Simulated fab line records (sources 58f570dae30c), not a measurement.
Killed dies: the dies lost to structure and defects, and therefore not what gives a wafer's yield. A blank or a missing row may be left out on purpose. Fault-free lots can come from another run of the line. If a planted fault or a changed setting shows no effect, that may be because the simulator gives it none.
Comparing a struck lot with a sound one	flow berkeley_cmos170	21 out of 331 route steps
Sound: the wafers L681.1, L681.5, L681.6. Wafers struck: L688.1, L688.3, L688.5. The cause is named last.
Order at every step that has rows: each side's tool, ch and its chambers, its first start. Under that, the readings that differ: sound wafers	struck wafers	difference of the means	sigmas: that difference in standard deviations of wafers without a fault.
alike: readings with means less than 2 such deviations apart, plus words and numbers identical on both sides. not compared: withheld readings, readings lacking a value on some wafer, bounds such as >300 that could conceal the same value, and numbers that have no deviation in the record and whose values overlap.
The two part at a step that has a row with sigmas, a row that says differs or no value, or rows on one side only. Numbers that don't overlap but have no deviation are shown without sigmas and don't part them. A reading that every wafer of one side lacks parts them only if that side has two wafers or more.

UCB170_PSD_STRIP_09: strips in O2.
  sound on plasma_asher-03 ch 0,1, day 6 10:41; struck on plasma_asher-03 ch 0,1, day 8 02:40
reading	sound	struck	difference	sigmas
oes_product_au (a.u.)	0.587 0.600 0.595	0.607 0.601 0.605	+0.010	+2
  alike: chamber_pressure_mTorr, drypump_motor_current_A, strip_time_to_endpoint_s
  not compared: rf_hours_counter_h
UCB170_PSD_TW_MEAS_10:
  sound on film_metro-04 at day 6 10:47; struck on film_metro-02 at day 8 02:46
  alike: PSD_TW
then, 7 steps without rows for these wafers: UCB170_PSD_CLEAN_11 (cleans in SPM, time 600 s); UCB170_NSD_HMDS_00 (prime time 60 s); UCB170_NSD_COAT_01 (resist thk 900 nm); UCB170_NSD_SOFTBAKE_02 (time 60 s); UCB170_NSD_EXPOSE_03 (exposes mask NSELECT MOD, target cd 1200 nm); UCB170_NSD_PEB_04; UCB170_NSD_DEVELOP_05 (develop time 45 s).
UCB170_NSD_CD_MEAS_06 targets a cd of 1200 nm.
  sound on cd_sem-02 at day 6 12:43; struck on cd_sem-02 at day 8 04:15
  alike: cd_nm
UCB170_NSD_OVL_MEAS_07:
  sound on overlay-02 at day 6 12:50; struck on overlay-01 at day 8 04:22
  alike: NSD_OVL
following that, these wafers have no rows for 1 step: UCB170_NSD_IMPLANT_08.
UCB170_NSD_STRIP_09: strips in O2.
  sound on plasma_asher-01 ch 0,1, day 6 13:01; struck on plasma_asher-03 ch 0,1, day 8 04:34
  no value came back on the struck wafers for any of 5 readings (chamber_pressure_mTorr (mTorr), drypump_motor_current_A (A) and others); on the sound wafers chamber_pressure_mTorr (mTorr) reads 3500.5 3503.1 3502.2
reading	sound	struck	difference	sigmas
model.KrF_of_NSD_COAT_01.thk_nm (nm)	0 0 0	884.6 888.5 885.8	+886.3	
  not compared: rf_hours_counter_h
UCB170_NSD_TW_MEAS_10:
  sound on film_metro-02 at day 6 13:07; struck on film_metro-02 at day 8 04:40
  alike: NSD_TW
then, 4 steps without rows for these wafers: UCB170_NSD_CLEAN_11 (cleans in SPM, time 600 s); UCB170_BACKSIDE_HMDS_00 (prime time 60 s); UCB170_BACKSIDE_COAT_01 (resist thk 900 nm); UCB170_BACKSIDE_SOFTBAKE_02 (time 60 s).
UCB170_BACKSIDE_STRIP_03: strips in O2.
  sound on plasma_asher-04 ch 0,1, day 6 13:48; struck on plasma_asher-02 ch 0,1, day 8 05:35
reading	sound	struck	difference	sigmas
strip_time_to_endpoint_s (s)	22.01 21.99 21.96	48.20 48.32 48.23	+26.26	+99 or more
  alike: chamber_pressure_mTorr, drypump_motor_current_A, oes_product_au
  not compared: rf_hours_counter_h
then, 2 steps without rows for these wafers: UCB170_BACKSIDE_CLEAN_04 (cleans in SPM, time 600 s); UCB170_M3_PROBE_99.

== WHERE THEY PART ==
Earliest at UCB170_PSD_STRIP_09; latest, in this record, at UCB170_BACKSIDE_STRIP_03.

WHY: the cause the simulator had injected
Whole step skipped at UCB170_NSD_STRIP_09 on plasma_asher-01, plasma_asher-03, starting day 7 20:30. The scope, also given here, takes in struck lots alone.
